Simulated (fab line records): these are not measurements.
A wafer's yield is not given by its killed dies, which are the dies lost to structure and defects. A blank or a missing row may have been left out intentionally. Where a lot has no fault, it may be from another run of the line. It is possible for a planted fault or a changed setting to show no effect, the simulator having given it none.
Split-lot experiment + flow berkeley cmos170 + 5 lots, 23 wafers read, on a route of 331 steps

## THE SPLIT
At UCB170_ACTIVE_PEB_11, the setting peb temp c was moved away from the recipe's 130 C on 10 of the 23 wafers read, by -1.2% to +2.7%. This setting was run at the recipe's value on the other wafers.

## FROM THE SPLIT TO THE READING: what the file shows between them, 4 steps
- UCB170_ACTIVE_DEVELOP_12: develop time 45 s
- UCB170_ACTIVE_CD_MEAS_13: target cd 1200 nm
- UCB170_ACTIVE_ETCH_15: etches Si3N4 in CH3F/Ar/O2, stops on SiO2, target depth 242 nm, time 151 s (also split here: over etch frac)
- UCB170_ACTIVE_STRIP_16: strips in O2

## THE READING
cd nm (nm) at UCB170_ACTIVE_CD_MEAS_90, where the cd target is 1200 nm. On this fab line, fault-free wafers typically give 1199.4 nm with a standard deviation of 1 nm.

| wafer  | tool, chamber at the split | peb temp c as run, C | against the recipe | cd nm, nm | against lot-mates on the recipe |
|--------|----------------------------|----------------------|--------------------|-----------|---------------------------------|
| L076.1 | litho track-04, 0          | 128.9                | -0.8%              | 1207.2    | +7.1                            |
| L076.2 | litho track-04, 0          | 130                  | recipe             | 1200.1    | -                               |
| L076.3 | litho track-04, 0          | 130                  | recipe             | 1200.1    | -                               |
| L076.5 | litho track-04, 0          | 128.9                | -0.8%              | 1208.8    | +8.7                            |
| L076.6 | litho track-04, 0          | 128.9                | -0.8%              | 1207.8    | +7.7                            |
| L077.1 | litho track-01, 0          | 130                  | recipe             | 1199.6    | -                               |
| L077.2 | litho track-01, 0          | 128.4                | -1.2%              | 1210.2    | +10.5                           |
| L077.4 | litho track-01, 0          | 128.4                | -1.2%              | 1209.2    | +9.5                            |
| L077.5 | litho track-01, 0          | 128.4                | -1.2%              | 1210.0    | +10.2                           |
| L077.6 | litho track-01, 0          | 130                  | recipe             | 1199.9    | -                               |
| L078.2 | litho track-04, 0          | 130                  | recipe             | 1198.6    | -                               |
| L078.3 | litho track-04, 0          | 130                  | recipe             | 1198.9    | -                               |
| L078.4 | litho track-04, 0          | 130                  | recipe             | 1198.1    | -                               |
| L078.5 | litho track-04, 0          | 133.5                | +2.7%              | 1177.8    | -20.7                           |
| L078.6 | litho track-04, 0          | 133.5                | +2.7%              | 1176.8    | -21.7                           |
| L081.2 | litho track-01, 0          | 130                  | recipe             | 1198.8    | -                               |
| L081.3 | litho track-01, 0          | 131.5                | +1.2%              | 1188.5    | -10.1                           |
| L081.4 | litho track-01, 0          | 131.5                | +1.2%              | 1189.4    | -9.2                            |
| L081.5 | litho track-01, 0          | 130                  | recipe             | 1199.4    | -                               |
| L081.6 | litho track-01, 0          | 130                  | recipe             | 1197.7    | -                               |
| L084.3 | litho track-01, 0          | 130                  | recipe             | 1200.2    | -                               |
| L084.5 | litho track-01, 0          | 130                  | recipe             | 1199.1    | -                               |
| L084.6 | litho track-01, 0          | 130                  | recipe             | 1198.9    | -                               |

THE FIT
A straight line over all 23 wafers: cd nm changes by -8.52 nm for each +1% of peb temp c; r = -0.99; the points scatter about the line by 0.93 nm.
The same after taking each lot's own level away (the mean of its wafers on the recipe; 23 wafers): -8.13 nm for each +1%; r = -1.00; scatter 0.65 nm.
That fit puts the effect of the largest move of peb temp c on the reading at 22 nm.
Across the lots, their own levels run from 1198.53 to 1200.10 nm, a range of 1.6 times the standard deviation given above.
Hence the lot-to-lot level has little effect on the slope; both slopes agree.
Check: for one of the wafers moved furthest among these (+2.7%), held out of the fit, the line's prediction against its lot-mates is -22.2 nm. Against them it came out at -20.7 nm.

## THESE WAFERS: OTHER SPLITS
These wafers also went through other splits before the reading. Each is held against what the fit with the lots' levels taken away leaves over:
| other split on the same wafers       | wafers away from the commonest value | r with cd nm (lot level and that fit taken away) |
|--------------------------------------|--------------------------------------|--------------------------------------------------|
| UCB170_START_OXIDATION_02 ox time s  | 18                                   | +0.18                                            |
| UCB170_NWELL_OXIDATION_01 temp c     | 10                                   | +0.13                                            |
| UCB170_PWELL_OXIDATION_02 temp c     | 10                                   | +0.12                                            |
| UCB170_PWELL_COAT_08 resist thk nm   | 7                                    | -0.13                                            |
| UCB170_ACTIVE_ETCH_15 over etch frac | 12                                   | +0.07                                            |

## THE WHOLE CHAIN: every reading that the file lists as answering this split, in the file's order
| step                     | what it does                                                               | reading                                                       | change (the file's fit)              | r (the file's) |
|--------------------------|----------------------------------------------------------------------------|---------------------------------------------------------------|--------------------------------------|----------------|
| UCB170_ACTIVE_CD_MEAS_13 | target cd 1200 nm                                                          | cd nm                                                         | -8.06 nm for each +1% of the setting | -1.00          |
| UCB170_ACTIVE_ETCH_15    | etches Si3N4 in CH3F/Ar/O2, stops on SiO2, target depth 242 nm, time 151 s | ACTIVE.cd nm (the simulator's own value, which no gauge read) | -8.03 nm for each +1% of the setting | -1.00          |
| UCB170_ACTIVE_CD_MEAS_90 | target cd 1200 nm                                                          | cd nm                                                         | -8.07 nm for each +1% of the setting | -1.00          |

## FILE'S OWN FIT
cd nm changes by -8.07 nm for each +1% of peb temp c, r = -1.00.
